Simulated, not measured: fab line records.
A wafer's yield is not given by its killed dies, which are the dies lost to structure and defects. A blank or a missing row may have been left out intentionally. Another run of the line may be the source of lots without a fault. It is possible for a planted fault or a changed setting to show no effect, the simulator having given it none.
A struck lot beside a sound one | flow berkeley-cmos170 | 13 steps out of a route of 331
Sound: the wafers L529.1, L529.2, L529.3. Struck: wafers L517.2, L517.5, L517.6. The cause is named last.
For every step that has rows: the tool of each side, followed by ch and its chambers, followed by its first start. Under that, the readings that differ: sound wafers | struck wafers | difference of the means | sigmas: that difference in standard deviations of wafers without a fault.
alike: words and numbers the same on both sides, and readings whose means are apart by under 2 such deviations; not compared: readings that were withheld, readings missing a value for some wafer, numbers with overlapping values and no deviation given by the record, and bounds like >300 which may hide the same value.
A row with sigmas, a row that says differs or no value, or rows on one side alone: a step with any of these is where the two part. Non-overlapping numbers with no deviation appear without sigmas and do not part them. A reading that every wafer of one side lacks parts them only if that side has two wafers or more.

first, 2 steps without rows for these wafers: UCB170_NLDD_PEB_04; UCB170_NLDD_DEVELOP_05 (develop time 45 s).
UCB170_NLDD_CD_MEAS_06 targets a cd of 1200 nm.
  struck on cd-sem-02, day 7 09:27; sound on cd-sem-02, day 10 11:22
  alike: cd-nm
UCB170_NLDD_OVL_MEAS_07:
  struck on overlay-02, day 7 09:33; sound on overlay-02, day 10 11:29
  alike: NLDD_OVL
then, 2 steps without rows for these wafers: UCB170_NLDD_IMPLANT_08; UCB170_NLDD_IMPLANT_09.
UCB170_NLDD_STRIP_10: strips in O2.
  sound on plasma-asher-01 ch 0,1, day 10 11:49; struck on plasma-asher-04 ch 0,1, day 7 09:53
  alike: drypump-motor-current-A, oes-product-au, strip-time-to-endpoint-s
  not compared: rf-hours-counter-h
UCB170_NLDD_TW_MEAS_11:
  struck on film-metro-03, day 7 09:59; sound on film-metro-04, day 10 11:55
  alike: NLDD_TW
then, 1 step without rows for these wafers: UCB170_NLDD_CLEAN_12 (cleans in SPM, time 600 s).
UCB170_SPACER_CVD_00: deposits SiO2 from TEOS/O2, target thk 376 nm, time 47 s.
  sound on pecvd-03 ch 0,1,2, day 10 12:10; struck on pecvd-04 ch 0,1, day 7 11:12
  alike: heater-power-w
UCB170_SPACER_THK_MEAS_01:
  struck on film-metro-04, day 7 11:15; sound on film-metro-03, day 10 12:12
  alike: SPACER_TEOS_THK
then, 1 step without rows for these wafers: UCB170_SPACER_ANNEAL_02 (time 1800 s).
UCB170_SPACER_ETCHBACK_03: etches SiO2 in CHF3/CF4/Ar, stops on Si, target depth 376 nm, time 100 s.
  sound on rie-diel-03 ch 0,1,3, day 10 17:08; struck on rie-diel-04 ch 1,2, day 7 13:50
  no value came back on the struck wafers for any of 6 readings (CHF3_flow_sccm (sccm), cf4-flow-sccm (sccm) and others); on the sound wafers CHF3_flow_sccm (sccm) reads 49.98 49.92 50.27
  reading                                 | sound | struck          | difference | sigmas
  model.SiO2_of_SPACER_CVD_00.thk-nm (nm) | 0 0 0 | 377.2 382.3 379 | +379.5     |
  not compared: model.poly-Si_of_GATE_CVD_04.thk-nm

== WHERE THEY PART ==
Only at UCB170_SPACER_ETCHBACK_03, within this record.

WHY: what the simulator had put in
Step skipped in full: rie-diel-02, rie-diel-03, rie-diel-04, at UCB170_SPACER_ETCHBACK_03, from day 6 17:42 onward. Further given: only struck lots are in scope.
